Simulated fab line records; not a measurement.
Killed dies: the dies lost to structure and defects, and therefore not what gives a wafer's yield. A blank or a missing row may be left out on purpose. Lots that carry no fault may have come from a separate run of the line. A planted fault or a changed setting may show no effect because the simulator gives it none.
A single fault, viewed from 2 desks	flow ritCmos	each desk has only its own numbers; what lay behind them comes last

THE METROLOGY DESK
Lot by lot, what the gauges showed, no matter which tool ran the lot: averages of those sampled wafers that carry a number. Marked OUT: a lot whose mean sits more than 4 standard deviations from the usual mean, which makes it out of limits; the brackets give that distance.
Columns: A = CONTACT_TEOS_THK at RIT_CONTACT_THK_MEAS_01, usual 402 nm
lot	first seen here	A
L981	day 3 03:14	404
L982	day 3 09:46	402
L983	day 3 14:26	398
L984	day 3 21:56	407
L985	day 3 23:58	400
L986	day 4 03:10	403
L987	day 4 12:11	399
L988	day 4 18:47	400
L990	day 5 02:25	398
L993	day 5 22:35	404
L994	day 5 23:41	404
L100	day 7 06:40	391
L103	day 7 17:13	392
L104	day 7 21:31	403
This desk found nothing out of limits on any of the 14 lots.

THE TOOL OWNER'S DESK: pecvd-04
The tool's own readings at RIT_CONTACT_CVD_00 (deposits SiO2 from TEOS, target thk 400 nm, time 61 s): means of the sampled wafers that have a number, for each lot that ran on this tool. Marked OUT: a lot whose mean sits more than 4 standard deviations from the usual mean, which makes it out of limits; the brackets give that distance.
Columns: A = heaterPowerW at RIT_CONTACT_CVD_00, usual 342 W
lot	first seen here	A
L982	day 3 09:42	317
L985	day 3 23:55	292
L988	day 4 18:44	269
L994	day 5 23:37	322
L100	day 7 06:37	301
L103	day 7 17:10	297
This desk found nothing out of limits on any of the 6 lots.

PUT TOGETHER
From the metrology desk's view, nothing was out of limits.
The tool owner's desk saw nothing out of limits.

WHAT THE SIMULATOR HAD PUT IN
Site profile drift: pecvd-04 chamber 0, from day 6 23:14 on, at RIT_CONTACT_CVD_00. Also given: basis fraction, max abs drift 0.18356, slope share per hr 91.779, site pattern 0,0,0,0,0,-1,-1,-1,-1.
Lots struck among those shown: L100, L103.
